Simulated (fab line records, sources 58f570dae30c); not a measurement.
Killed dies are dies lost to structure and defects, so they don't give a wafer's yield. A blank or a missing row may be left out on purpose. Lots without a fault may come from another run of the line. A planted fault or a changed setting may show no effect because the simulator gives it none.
Tool commonality check | flow berkeley_cmos170 | 15 lots, 54 wafers sampled

WHY IT WAS OPENED
At UCB170_NWELL_THK_MEAS_05 the reading NWELL_NITRIDE_THK is flagged on 3 of 15 lots. Wafers without a fault read 225.0 nm, standard deviation 2.
Rule: a lot is flagged when every wafer of it that has a number lies more than 4 standard deviations from that mean, or none has a number. The other lots count as sound.

lot  | measured    | on            | NWELL_NITRIDE_THK (nm), wafer by wafer | flag
L625 | day 2 10:09 | film_metro-04 | 227.3 224.6 226.2                      |
L627 | day 2 22:13 | film_metro-03 | 223.5 225.0 224.0                      |
L626 | day 2 22:13 | film_metro-01 | 226.0 223.9 224.5                      |
L629 | day 3 06:15 | film_metro-01 | 223.5 224.5 222.7                      |
L628 | day 3 06:18 | film_metro-01 | 224.2 222.5 225.9                      |
L631 | day 3 17:11 | film_metro-03 | 222.9 222.4 220.8                      |
L633 | day 4 02:17 | film_metro-04 | 226.4 226.8 227.8                      |
L634 | day 4 10:47 | film_metro-04 | 225.5 224.0 224.1                      |
L635 | day 4 17:23 | film_metro-03 | 415.6 416.5 412.3 415.3 416.5 412.3    | FLAGGED
L637 | day 4 22:49 | film_metro-04 | 413.0 414.6 412.6 412.8 414.5 412.7    | FLAGGED
L636 | day 4 22:49 | film_metro-01 | 413.5 413.6 414.4 413.5 413.4 414.2    | FLAGGED
L638 | day 5 10:34 | film_metro-03 | 224.7 223.6 224.3                      |
L646 | day 6 21:35 | film_metro-01 | 224.2 225.3 223.7                      |
L645 | day 6 21:35 | film_metro-03 | 225.1 223.2 224.9                      |
L647 | day 6 21:35 | film_metro-04 | 222.2 223.7 222.4                      |
The numbers of the flagged lots are 414.0 nm on average: +189.0 nm against the usual, or +94 standard deviations.

WHICH TOOL RAN EACH LOT
The record holds 1 process step before the reading, out of a route of 331 steps. In each cell: the tool, then ch and the chambers that the sampled wafers went through, then the start.
lot  | flag    | UCB170_NWELL_CVD_04
L625 |         | lpcvd-02 ch 0, day 2 07:14
L627 |         | lpcvd-01 ch 1, day 2 20:17
L626 |         | lpcvd-01 ch 0, day 2 20:17
L629 |         | lpcvd-02 ch 0, day 3 04:19
L628 |         | lpcvd-02 ch 0, day 3 04:19
L631 |         | lpcvd-01 ch 1, day 3 15:16
L633 |         | lpcvd-02 ch 1, day 4 00:20
L634 |         | lpcvd-02 ch 0, day 4 08:50
L635 | FLAGGED | lpcvd-02 ch 0, day 4 15:28
L637 | FLAGGED | lpcvd-02 ch 1, day 4 20:52
L636 | FLAGGED | lpcvd-02 ch 1, day 4 20:52
L638 |         | lpcvd-01 ch 1, day 5 08:36
L646 |         | lpcvd-01 ch 0, day 6 18:41
L645 |         | lpcvd-01 ch 0, day 6 18:41
L647 |         | lpcvd-01 ch 1, day 6 18:41
What these steps do:
- UCB170_NWELL_CVD_04: deposits Si3N4 from SiH2Cl2/NH3, target thk 224 nm, time 3360 s.
- UCB170_NWELL_THK_MEAS_05

FLAGGED OVER TOTAL, TOOL BY TOOL (the gauges that took the reading come last)
step                     | tool          | lots run | flagged | share of the flagged lots | sound lots run after its first flagged lot
UCB170_NWELL_CVD_04      | lpcvd-01      | 7        | 0       | none                      | -
UCB170_NWELL_CVD_04      | lpcvd-02      | 8        | 3       | all                       | 0
UCB170_NWELL_THK_MEAS_05 | film_metro-01 | 5        | 1       | some                      | 1 (L646)
UCB170_NWELL_THK_MEAS_05 | film_metro-03 | 5        | 1       | some                      | 2 (L638,L645)
UCB170_NWELL_THK_MEAS_05 | film_metro-04 | 5        | 1       | some                      | 1 (L647)

WHAT THE TABLE ALLOWS
1 row of the table ran every flagged lot: lpcvd-02 at UCB170_NWELL_CVD_04.
- lpcvd-02 at UCB170_NWELL_CVD_04: 3 of its 8 lots flagged. Its last sound lot is L634 (day 4 08:50), its first flagged lot L635 (day 4 15:28): a fault that began between those two fits.
One tool is left: lpcvd-02 at UCB170_NWELL_CVD_04.

WHAT THE SIMULATOR HAD PUT IN
Process parameter drift: lpcvd-02, from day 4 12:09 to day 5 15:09, at UCB170_NWELL_CVD_04. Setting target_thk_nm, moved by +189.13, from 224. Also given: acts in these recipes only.
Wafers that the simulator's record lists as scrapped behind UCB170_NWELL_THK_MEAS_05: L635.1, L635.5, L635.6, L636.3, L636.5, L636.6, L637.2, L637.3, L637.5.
Lots struck among those shown: L635, L637, L636. The rule above found the same.
